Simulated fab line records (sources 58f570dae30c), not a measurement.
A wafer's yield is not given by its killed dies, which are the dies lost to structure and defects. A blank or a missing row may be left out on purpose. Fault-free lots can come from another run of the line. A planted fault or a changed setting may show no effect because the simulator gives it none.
fab line records    flow berkeley_cmos170
record lots=14  wafers=42  last_day=11
route steps=331 shown PSD@206 CONTACT@232 M1@244
lots that met no fault: from a run of the same line without faults
start_h: hours from the record's opening day to when the first of the lot's shown wafers began    wait_h: hours elapsed since this lot's preceding step    " repeats the value in the row above    L1.1+2: a row that stands for several wafers    - no value present, or no start provided    * or withheld: withheld    < > ~ a bound
route shown NAME@n: a module of which the file shows steps, and the number in the route of the first    usual: mean/standard deviation of fault-free wafers    same: alike in all rows    chamber/n: place in a boat    sites: each site's reading    _std_site: standard deviation across them    _edge_site: outer sites' mean less inner sites'    radius_mm: for every site, how far away it sits from the centre of the wafer    mask NAME#n: copy n    behind: the tool/chamber that last shaped the wafer    hold: the reason the lot was held/the length of the hold in hours/how it ended    device: the n, p or np transistor that did not switch    end of line: the tests these same wafers got at the end of their route    where a step has no rows: the recipe by itself    killed: dies that structure and defects cost at the first sort, which is not the same as the wafer's yield    map: shows each die of a wafer: x if killed, . if not, _ if none is there
set.NAME: the setting as run; set.NAME@STEP: as run at that earlier step    model.NAME: the simulator's own value behind a step, which no gauge read
route steps across a sampled set of lots; one table per step, one row per wafer
services: a tool's chamber out of use, with start hour (start_h, from the record's first day; less than 0 if before it), hours out, and reason
## steps
# step UCB170_SDANNEAL_RS_MEAS_02
# recipe thk_meas_gauge=four-point-probe
# usual PSD_RS=75.60/0.28
lot.wafer  tool           chamber  start_h  wait_h  PSD_RS[ohm/sq]
L167.1     film_metro-04  -        134.80   0.0     75.49
L167.2     "              -        "        "       75.60
L167.3     "              -        "        "       75.64
L171.1     film_metro-03  -        165.56   0.0     75.87
L171.2     "              -        "        "       75.94
L171.5     "              -        "        "       76.00
L173.1     film_metro-04  -        165.98   0.0     75.48
L173.2     "              -        "        "       75.22
L173.5     "              -        "        "       75.11
L172.1     film_metro-01  -        166.43   0.0     75.64
L172.2     "              -        "        "       75.67
L172.3     "              -        "        "       75.74
L170.3     film_metro-03  -        166.47   0.1     76.01
L170.4     "              -        "        "       75.65
L170.5     "              -        "        "       76.05
L175.2     film_metro-04  -        175.19   0.1     75.50
L175.5     "              -        "        "       75.36
L175.6     "              -        "        "       75.49
L179.2     film_metro-01  -        175.54   0.1     75.68
L179.3     "              -        "        "       75.64
L179.4     "              -        "        "       75.94
L177.1     film_metro-03  -        175.72   0.0     75.18
L177.3     "              -        "        "       75.79
L177.4     "              -        "        "       75.65
L184.1     film_metro-01  -        227.87   0.0     75.89
L184.4     "              -        "        "       75.83
L184.5     "              -        "        "       75.46
L185.1     film_metro-04  -        232.56   0.0     75.96
L185.4     "              -        "        "       75.43
L185.5     "              -        "        "       75.71
L186.1     film_metro-03  -        232.68   0.1     75.39
L186.5     "              -        "        "       75.47
L186.6     "              -        "        "       75.35
L187.2     film_metro-01  -        232.70   0.1     75.16
L187.3     "              -        "        "       75.43
L187.4     "              -        "        "       75.32
L189.1     film_metro-04  -        239.18   0.1     75.03
L189.3     "              -        "        "       75.45
L189.4     "              -        "        "       75.12
L190.3     film_metro-04  -        240.20   0.1     75.55
L190.5     "              -        "        "       75.67
L190.6     "              -        "        "       75.41
# step UCB170_CONTACT_OVL_MEAS_16
# usual CONTACT_OVL=0/5.6
lot.wafer  tool        chamber  start_h  wait_h  CONTACT_OVL[nm]
L167.1     overlay-02  -        139.67   0.1     8
L167.2     "           -        "        "       0
L167.3     "           -        "        "       4
L172.1     overlay-02  -        172.42   0.1     4
L172.2     "           -        "        "       3
L172.3     "           -        "        "       -5
L171.1     overlay-02  -        172.69   0.1     1
L171.2     "           -        "        "       2
L171.5     "           -        "        "       -3
L173.1     overlay-01  -        172.76   0.1     -1
L173.2     "           -        "        "       2
L173.5     "           -        "        "       -4
L170.3     overlay-02  -        173.43   0.1     1
L170.4     "           -        "        "       3
L170.5     "           -        "        "       1
L175.2     overlay-01  -        179.80   0.1     4
L175.5     "           -        "        "       6
L175.6     "           -        "        "       -1
L179.2     overlay-02  -        181.92   0.1     10
L179.3     "           -        "        "       -7
L179.4     "           -        "        "       8
L177.1     overlay-01  -        182.35   0.1     4
L177.3     "           -        "        "       0
L177.4     "           -        "        "       3
L184.1     overlay-02  -        237.42   0.1     0
L184.4     "           -        "        "       -8
L184.5     "           -        "        "       -2
L185.1     overlay-01  -        238.69   0.1     -6
L185.4     "           -        "        "       5
L185.5     "           -        "        "       -1
L187.2     overlay-02  -        238.73   0.1     -15
L187.3     "           -        "        "       -1
L187.4     "           -        "        "       -4
L186.1     overlay-02  -        239.00   0.1     4
L186.5     "           -        "        "       -3
L186.6     "           -        "        "       -6
L189.1     overlay-01  -        245.18   0.1     2
L189.3     "           -        "        "       1
L189.4     "           -        "        "       6
L190.3     overlay-01  -        250.13   0.1     5
L190.5     "           -        "        "       13
L190.6     "           -        "        "       2
# step UCB170_CONTACT_ETCH_17
# recipe chemistry=N2/H2  target_depth_a=withheld  overetch_a=withheld  target=BARC  time_s=withheld  source_w=500  bias_w=100  pressure_mtorr=30  n2_flow_sccm=100  h2_flow_sccm=200
# usual drypump_motor_current_A=5.7/0.58  oes_product_au=1.002/0.015  rf_fwd_power_W=495.7/1.9  throttle_valve_pct=13.20/0.17
lot.wafer  tool         chamber  start_h  wait_h  drypump_motor_current_A  oes_product_au  rf_fwd_power_W  throttle_valve_pct
L167.1     rie_diel-04  3        139.70   0.0     5.2                      1.003           494.8           13.15
L167.2     "            2        "        "       6.0                      0.993           495.8           13.08
L167.3     "            0        "        "       5.4                      1.018           493.6           13.50
L172.1     rie_diel-02  2        172.45   0.0     6.7                      0.981           496.6           13.26
L172.2     "            3        "        "       4.9                      1.002           492.3           13.25
L172.3     "            0        "        "       5.9                      1.011           494.7           13.48
L171.1     rie_diel-01  2        172.73   0.0     6.6                      0.978           494.4           12.99
L171.2     "            1        "        "       6.0                      0.972           496.0           13.25
L171.5     "            2        "        "       6.6                      0.983           494.9           12.98
L173.1     rie_diel-04  2        172.80   0.0     6.0                      0.994           497.1           13.09
L173.2     "            3        "        "       5.2                      0.994           494.4           13.15
L173.5     "            0        "        "       5.4                      1.028           492.4           13.49
L170.3     rie_diel-02  0        173.45   0.0     5.8                      1.015           498.3           13.50
L170.4     "            3        "        "       4.9                      1.002           494.1           13.24
L170.5     "            1        "        "       5.3                      1.003           496.7           12.97
L175.2     rie_diel-02  2        179.83   0.0     6.7                      0.984           495.3           13.25
L175.5     "            0        "        "       5.9                      1.016           495.3           13.49
L175.6     "            1        "        "       5.2                      0.998           494.8           12.98
L179.2     rie_diel-04  0        181.95   0.0     5.4                      1.021           491.5           13.50
L179.3     "            2        "        "       6.0                      0.990           495.0           13.09
L179.4     "            3        "        "       5.2                      0.992           495.3           13.16
L177.1     rie_diel-01  2        182.39   0.0     6.6                      0.992           497.2           12.97
L177.3     "            0        "        "       5.4                      1.001           496.8           13.10
L177.4     "            1        "        "       5.9                      0.976           493.0           13.25
L184.1     rie_diel-02  1        237.45   0.0     5.2                      0.999           495.6           12.98
L184.4     "            2        "        "       6.6                      0.979           497.3           13.24
L184.5     "            2        "        "       6.7                      0.977           494.4           13.27
L185.1     rie_diel-04  1        238.73   0.0     5.4                      1.016           494.2           13.12
L185.4     "            3        "        "       5.2                      1.004           494.6           13.14
L185.5     "            0        "        "       5.4                      1.025           495.1           13.49
L187.2     rie_diel-01  0        238.76   0.0     5.4                      1.001           495.2           13.11
L187.3     "            1        "        "       5.9                      0.984           493.8           13.25
L187.4     "            3        "        "       4.7                      1.022           497.1           13.40
L186.1     rie_diel-02  3        239.04   0.0     4.9                      1.006           492.3           13.25
L186.5     "            0        "        "       5.9                      1.000           498.5           13.48
L186.6     "            1        "        "       5.2                      1.007           497.6           12.97
L189.1     rie_diel-01  3        245.22   0.0     4.7                      1.020           496.9           13.42
L189.3     "            1        "        "       5.9                      0.982           494.9           13.25
L189.4     "            0        "        "       5.5                      0.995           492.5           13.11
L190.3     rie_diel-01  2        250.15   0.0     6.6                      0.993           493.7           12.97
L190.5     "            3        "        "       4.7                      1.017           497.7           13.41
L190.6     "            2        "        "       6.6                      0.996           494.5           13.00
# step UCB170_M1_EXPOSE_06
# recipe mask_id=METAL1  target_cd_nm=700  na=0.5  sigma_outer=0.6  source_shape=conventional  dose_mj=21
# usual exposure_dose_mJ_cm2=21.12/0.14  focus_offset_nm=0.0/0.5  sigma_outer=0.6/0
lot.wafer  tool            chamber  start_h  wait_h  mask      exposure_dose_mJ_cm2  focus_offset_nm  sigma_outer
L167.1     krf_scanner-02  0        140.97   -       METAL1#0  21.29                 -0.3             0.6
L167.2     "               0        "        "       METAL1#0  21.24                 0.2              0.6
L167.3     "               0        "        "       METAL1#0  21.25                 0.1              0.6
L172.1     krf_scanner-01  0        173.87   -       METAL1#0  21.00                 0.4              0.6
L172.2     "               0        "        "       METAL1#0  21.00                 -0.3             0.6
L172.3     "               0        "        "       METAL1#0  20.98                 0.0              0.6
L171.1     krf_scanner-02  0        174.34   -       METAL1#0  21.29                 -0.6             0.6
L171.2     "               0        "        "       METAL1#0  21.24                 -1.3             0.6
L171.5     "               0        "        "       METAL1#0  21.27                 -0.4             0.6
L173.1     krf_scanner-01  0        174.58   -       METAL1#0  20.97                 0.0              0.6
L173.2     "               0        "        "       METAL1#0  20.97                 0.6              0.6
L173.5     "               0        "        "       METAL1#0  20.99                 0.4              0.6
L170.3     krf_scanner-02  0        174.91   -       METAL1#0  21.32                 0.0              0.6
L170.4     "               0        "        "       METAL1#0  21.26                 -0.3             0.6
L170.5     "               0        "        "       METAL1#0  21.29                 0.2              0.6
L175.2     krf_scanner-02  0        181.25   -       METAL1#0  21.27                 -0.5             0.6
L175.5     "               0        "        "       METAL1#0  21.27                 0.2              0.6
L175.6     "               0        "        "       METAL1#0  21.29                 0.1              0.6
L179.2     krf_scanner-02  -        183.22   -       METAL1#0  -                     -                -
L179.3     "               -        "        "       METAL1#0  -                     -                -
L179.4     "               -        "        "       METAL1#0  -                     -                -
L177.1     krf_scanner-02  -        183.85   -       METAL1#0  -                     -                -
L177.3     "               -        "        "       METAL1#0  -                     -                -
L177.4     "               -        "        "       METAL1#0  -                     -                -
L184.1     krf_scanner-02  0        239.03   -       METAL1#0  21.29                 0.4              0.6
L184.4     "               0        "        "       METAL1#0  21.31                 0.7              0.6
L184.5     "               0        "        "       METAL1#0  21.30                 -0.4             0.6
L185.1     krf_scanner-02  0        240.19   -       METAL1#0  21.24                 -0.6             0.6
L185.4     "               0        "        "       METAL1#0  21.26                 -0.1             0.6
L185.5     "               0        "        "       METAL1#0  21.25                 -0.2             0.6
L187.2     krf_scanner-01  0        240.45   -       METAL1#0  21.00                 0.0              0.6
L187.3     "               0        "        "       METAL1#0  20.99                 0.4              0.6
L187.4     "               0        "        "       METAL1#0  21.02                 0.2              0.6
L186.1     krf_scanner-02  0        240.68   -       METAL1#0  21.24                 -0.7             0.6
L186.5     "               0        "        "       METAL1#0  21.25                 0.0              0.6
L186.6     "               0        "        "       METAL1#0  21.26                 -0.5             0.6
L189.1     krf_scanner-01  0        249.63   -       METAL1#0  20.99                 -0.1             0.6
L189.3     "               0        "        "       METAL1#0  20.97                 -0.2             0.6
L189.4     "               0        "        "       METAL1#0  20.98                 -0.3             0.6
L190.3     krf_scanner-01  0        252.09   -       METAL1#0  21.00                 0.9              0.6
L190.5     "               0        "        "       METAL1#0  21.04                 1.0              0.6
L190.6     "               0        "        "       METAL1#0  20.99                 0.5              0.6
## services
tool            chamber  start_h  hours  kind
krf_scanner-02  0        116.33   -      calibration
rie_diel-01     -        123.40   2.8    pm
krf_scanner-02  -        126.03   0.8    pm
rie_diel-04     0        127.66   2.3    repair
rie_diel-01     3        151.80   3.4    repair
rie_diel-02     2        151.80   5.0    repair
rie_diel-01     3        158.93   10.0   repair
krf_scanner-01  -        178.82   1.3    pm
krf_scanner-02  -        195.30   1.0    pm
krf_scanner-01  -        197.22   2.2    repair
krf_scanner-01  -        199.44   0.8    pm
rie_diel-02     1        200.14   -      clean
rie_diel-02     1        200.14   17.0   scheduled_down
rie_diel-02     1        200.14   17.0   vent_cycle
krf_scanner-02  -        207.50   0.2    repair
rie_diel-02     -        207.74   0.3    repair
krf_scanner-02  -        222.53   1.3    pm
krf_scanner-01  0        227.34   -      calibration
krf_scanner-01  -        228.88   4.0    pm
## key
first_sign step=UCB170_M1_EXPOSE_06  reading=tool_record  direction=missing
effect none on later readings
met_at UCB170_M1_EXPOSE_06
struck_lots L177,L179
later_rows_left_out L177.1,L177.3,L177.4,L179.2,L179.3,L179.4
sort_left_out L177.1,L177.3,L177.4,L179.2,L179.3,L179.4
not_acting_at UCB170_SDANNEAL_RS_MEAS_02,UCB170_CONTACT_OVL_MEAS_16,UCB170_CONTACT_ETCH_17
onset_between 181.25 183.22
fault kind=skipped_step_whole  tool=krf_scanner-02  chamber=-  onset_h=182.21  steps=UCB170_M1_EXPOSE_06  scope=struck_lots_only
# sort_left_out: the simulated sort isn't trusted on such a fault, so these wafers' sort isn't shown, and their yield isn't known
# later_rows_left_out: the simulator's readings of these wafers behind a module that went badly wrong aren't trusted and aren't shown, but for the sort
